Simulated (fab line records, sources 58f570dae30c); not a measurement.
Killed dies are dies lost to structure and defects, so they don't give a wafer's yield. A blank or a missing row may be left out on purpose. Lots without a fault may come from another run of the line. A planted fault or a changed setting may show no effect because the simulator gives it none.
Which tool did it? | flow berkeley_cmos170 | 14 lots, 42 wafers sampled, at 2 steps of a route of 331

WHAT THE GAUGES READ, wafer by wafer
UCB170_ACTIVE_CD_MEAS_90: target cd 1200 nm.
lot  | measured    | on        | cd_nm (nm)
L168 | day 4 16:20 | cd_sem-01 | 1201.7 1202.2 1203.0
L170 | day 5 03:05 | cd_sem-01 | 1200.6 1200.7 1199.9
L169 | day 5 03:11 | cd_sem-01 | 1199.1 1199.2 1199.1
L171 | day 5 12:54 | cd_sem-01 | 1199.4 1198.7 1199.0
L175 | day 6 06:32 | cd_sem-01 | 1198.4 1198.7 1198.7
L180 | day 6 19:10 | cd_sem-02 | 1200.4 1200.6 1200.4
L179 | day 7 05:23 | cd_sem-01 | 1202.0 1200.5 1202.0
L181 | day 7 05:40 | cd_sem-01 | 1201.0 1199.5 1199.6
L185 | day 7 18:10 | cd_sem-01 | 1198.6 1197.8 1199.1
L186 | day 7 18:40 | cd_sem-01 | 1198.4 1198.9 1200.3
L188 | day 8 10:02 | cd_sem-02 | 1197.7 1201.1 1201.0
L189 | day 8 15:30 | cd_sem-02 | 1199.1 1200.3 1200.2
L191 | day 8 15:38 | cd_sem-01 | 1201.2 1199.7 1200.4
L190 | day 8 15:26 | cd_sem-01 | 1199.6 1198.8 1201.2

WHICH TOOL RAN EACH LOT (tool, then ch and the chambers of the sampled wafers, then the start)
lot  | UCB170_PWELL_IMPLANT_15
L168 | implanter-01 ch 0, day 3 03:14
L170 | implanter-02 ch 0, day 3 16:14
L169 | implanter-03 ch 0, day 3 16:34
L171 | implanter-02 ch 0, day 4 01:40
L175 | implanter-02 ch 0, day 5 06:11
L180 | implanter-02 ch 0, day 5 17:42
L179 | implanter-02 ch 0, day 5 19:33
L181 | implanter-03 ch 0, day 6 03:22
L185 | implanter-03 ch 0, day 6 10:55
L186 | implanter-01 ch 0, day 6 16:40
L188 | implanter-01 ch 0, day 7 03:07
L189 | implanter-03 ch 0, day 7 11:07
L191 | implanter-01 ch 0, day 7 14:35
L190 | implanter-01 ch 0, day 7 14:51
- UCB170_PWELL_IMPLANT_15

WHAT THE TOOLS THEMSELVES READ (means of the sampled wafers that have a number; where no wafer has one, the mark that the record gives instead)
UCB170_PWELL_IMPLANT_15.
lot  | tool         | end_station_pressure_torr (Torr) | tilt_deg (degrees)
L168 | implanter-01 | 5.06e-06                         | 6.994
L170 | implanter-02 | 5.09e-06                         | 6.987
L169 | implanter-03 | 5.17e-06                         | 6.995
L171 | implanter-02 | 4.98e-06                         | 7.025
L175 | implanter-02 | 5.22e-06                         | 7.003
L180 | implanter-02 | 4.98e-06                         | 7.688
L179 | implanter-02 | 4.73e-06                         | 7.678
L181 | implanter-03 | 5.25e-06                         | 7.008
L185 | implanter-03 | 4.94e-06                         | 7.024
L186 | implanter-01 | 4.90e-06                         | 7.019
L188 | implanter-01 | 4.81e-06                         | 7.016
L189 | implanter-03 | 4.99e-06                         | 6.976
L191 | implanter-01 | 4.89e-06                         | 6.999
L190 | implanter-01 | 4.87e-06                         | 7.005

THE ANSWER, worked out from the rows above alone
Rule: what is usual is taken from the lots themselves. Put in order of their means at a reading, lots are off if they are a third of the lots or fewer, leave a main group of 4 or more, and stand apart from it by a gap of 3 or more times the standard deviation of the main group's means; of several such gaps the widest counts. A main group whose means are all the same, to the digits that the tables above print for the reading, isn't used. A lot without any number at a reading at which 4 lots or more have one is off too. The other lots that the step has rows for count as sound. The gauges are gone through in route order, then the tools' own readings, and for those a lot's mean is taken as printed above. The first step at which some lot is off is used, and at that step the reading that is off furthest; a lot without a number counts as furthest.
Off: L180, L179, at UCB170_PWELL_IMPLANT_15 (tilt_deg). The main group: mean 7.004 degrees, standard deviation 0.014.
A tool fits if, at that step or a process step before it, it ran every lot that is off, and no sound lot after the first of them. One fits: implanter-02 at UCB170_PWELL_IMPLANT_15. Its last sound lot is L175 (day 5 06:11), its first lot that is off L180 (day 5 17:42): a fault that began between those two fits.
The tool's own readings at UCB170_PWELL_IMPLANT_15 bear it out: on the lots that are off they differ by more than 5 times the standard deviation of the sound lots' means. tilt_deg reads 7.683 degrees there against 7.004 degrees on the sound lots.

WHAT THE SIMULATOR HAD PUT IN
Process parameter drift: implanter-02, from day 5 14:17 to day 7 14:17, at UCB170_PWELL_IMPLANT_15. Setting tilt_deg, moved by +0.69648, from 7. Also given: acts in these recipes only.
Lots struck among those shown: L180, L179. The rule above found the same.
